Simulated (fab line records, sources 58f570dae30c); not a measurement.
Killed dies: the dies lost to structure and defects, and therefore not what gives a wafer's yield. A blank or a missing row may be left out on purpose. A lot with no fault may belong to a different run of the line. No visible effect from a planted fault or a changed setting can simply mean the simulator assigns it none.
Which tool is to blame? | flow berkeley-cmos170 | 21 wafers from 7 lots sampled at 2 of the route's 331 steps

== WHAT THE GAUGES SHOWED, per wafer ==
UCB170_M2_RS_MEAS_02: uses a four-point probe to measure.
lot  | measured     | on            | M2_AL_RS (ohm/sq)
L178 | day 8 05:04  | film-metro-01 | 0.0319 0.0319 0.0320
L181 | day 8 21:34  | film-metro-01 | 0.0321 0.0321 0.0320
L182 | day 9 02:39  | film-metro-03 | 0.0323 0.0324 0.0322
L184 | day 9 15:56  | film-metro-03 | 0.0321 0.0322 0.0321
L187 | day 10 03:20 | film-metro-03 | 0.0324 0.0323 0.0321
L193 | day 10 20:31 | film-metro-03 | 0.0321 0.0323 0.0320
L199 | day 12 04:26 | film-metro-04 | 0.0983 0.1007 0.1007

== WHICH TOOL RAN EACH LOT (tool, then ch and the chambers of the sampled wafers, then the start) ==
lot  | UCB170_M2_SPUTTER_01
L178 | pvd-sputter-03, day 8 04:59
L181 | pvd-sputter-01, day 8 21:28
L182 | pvd-sputter-01, day 9 02:33
L184 | pvd-sputter-01, day 9 15:49
L187 | pvd-sputter-01, day 10 03:07
L193 | pvd-sputter-02, day 10 20:25
L199 | pvd-sputter-01, day 12 04:21
- UCB170_M2_SPUTTER_01: material Al, target thk 900 nm, time 120 s.

== THE ANSWER, worked out from the rows above alone ==
Rule: usual is defined by the lots themselves. Put in order of their means at a reading, lots are off if they are a third of the lots or fewer, leave a main group of 4 or more, and stand apart from it by a gap of 3 or more times the standard deviation of the main group's means; of several such gaps the widest counts. Not used: any main group whose means are identical at the precision the tables above print for the reading. A lot without any number at a reading at which 4 lots or more have one is off too. The other lots that the step has rows for count as sound.
Off: L199, at UCB170_M2_RS_MEAS_02 (M2_AL_RS). Mean 0.0321 ohm/sq and standard deviation 0.00012 in the main group.
A tool fits if, at a process step before that reading, it ran every lot that is off, and no sound lot after the first of them. Those tools and the gauges at UCB170_M2_RS_MEAS_02 are tried in the same way. Undecided on this evidence; 2 tools fit (pvd-sputter-01 at UCB170_M2_SPUTTER_01, film-metro-04 at UCB170_M2_RS_MEAS_02).

== WHAT HAD BEEN PUT IN BY THE SIMULATOR ==
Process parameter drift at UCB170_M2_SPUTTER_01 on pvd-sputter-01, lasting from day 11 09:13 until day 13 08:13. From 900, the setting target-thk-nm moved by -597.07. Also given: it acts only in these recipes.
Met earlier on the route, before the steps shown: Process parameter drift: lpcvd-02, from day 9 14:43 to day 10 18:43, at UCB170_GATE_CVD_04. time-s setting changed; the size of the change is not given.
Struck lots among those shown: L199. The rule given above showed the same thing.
